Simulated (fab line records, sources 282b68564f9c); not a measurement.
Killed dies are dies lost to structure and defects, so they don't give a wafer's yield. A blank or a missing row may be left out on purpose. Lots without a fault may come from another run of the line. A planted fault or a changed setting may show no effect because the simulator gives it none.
A struck lot beside a sound one | flow rit_cmos | 18 steps out of a route of 202
Sound: wafers L757.2, L757.3, L757.6. Struck: wafers L763.1, L763.3, L763.6. The cause comes at the end.
At each step with rows: each side's tool, then ch and its chambers, then its first start. Under that, the readings that differ: sound wafers | struck wafers | difference of the means | sigmas: that difference in standard deviations of wafers without a fault.
alike: readings whose means differ by less than 2 such deviations, and words and numbers that are the same on both sides. not compared: withheld readings, readings that some wafer has no value for, bounds like >300 that may hide the same value, and numbers for which the record gives no deviation and whose values overlap.
The two part at a step that has a row with sigmas, a row that says differs or no value, or rows on one side only. Numbers that don't overlap but have no deviation are shown without sigmas and don't part them. A reading that every wafer of one side lacks parts them only if that side has two wafers or more.

first, 4 steps without rows for these wafers: RIT_NLDD_SOFTBAKE_02 (time 60 s); RIT_NLDD_EXPOSE_03 (exposes mask M7, target cd 40700 nm); RIT_NLDD_PEB_04; RIT_NLDD_DEVELOP_05 (develop time 50 s).
RIT_NLDD_OVL_MEAS_06:
  sound on overlay-01, day 3 08:54; struck on overlay-01, day 4 15:44
  alike: NLDD_OVL
then, 2 steps without rows for these wafers: RIT_NLDD_HARDBAKE_07 (time 60 s); RIT_NLDD_IMPLANT_08.
RIT_NLDD_STRIP_09: strips in O2, time 180 s.
  sound on plasma_asher-04 ch 0, day 3 09:16; struck on plasma_asher-04 ch 0, day 4 16:04
  alike: chamber_pressure_mTorr, drypump_motor_current_A
  not compared: rf_hours_counter_h
RIT_NLDD_TW_MEAS_10:
  sound on film_metro-04, day 3 09:26; struck on film_metro-02, day 4 16:15
  alike: NLDD_TW
then, 3 steps without rows for these wafers: RIT_PLDD_HMDS_00 (prime time 60 s); RIT_PLDD_COAT_01 (resist thk 1000 nm); RIT_PLDD_SOFTBAKE_02 (time 60 s).
RIT_PLDD_EXPOSE_03: exposes mask M8, target cd 40900 nm.
  sound on iline_stepper-02 ch 0, day 3 10:05; struck on iline_stepper-02 ch 0, day 4 16:53
  reading                      | sound                   | struck            | difference | sigmas
  model.PLDD.overlay_x_nm (nm) | -0.3235 -0.3235 -0.3235 | 129.8 129.8 129.8 | +130.1     |
  alike: mask
then, 2 steps without rows for these wafers: RIT_PLDD_PEB_04; RIT_PLDD_DEVELOP_05 (develop time 50 s).
RIT_PLDD_OVL_MEAS_06:
  sound on overlay-01, day 3 10:28; struck on overlay-02, day 4 17:17
  reading       | sound         | struck            | difference | sigmas
  PLDD_OVL (nm) | 0.0 -1.2 -0.4 | 129.7 130.1 129.6 | +130.3     | +99 or more
then, 1 step without rows for these wafers: RIT_PLDD_HARDBAKE_07 (time 60 s).
RIT_M1_PROBE_99:
  sound on prober-01, day 4 01:37; struck on prober-02, day 5 08:41
  reading                        | sound          | struck         | difference | sigmas
  model.etest.pldd.width_nm (nm) | 3170 3163 3157 | 3133 3137 3104 | -39        |
  alike: killed_at_contacts, killed_at_front_end, killed_dies, killed_open, killed_short

WHERE THEY PART
Only at RIT_PLDD_OVL_MEAS_06, within this record. Later steps at which nothing parts them and some readings are alike: RIT_M1_PROBE_99.

WHY: what the simulator had put in
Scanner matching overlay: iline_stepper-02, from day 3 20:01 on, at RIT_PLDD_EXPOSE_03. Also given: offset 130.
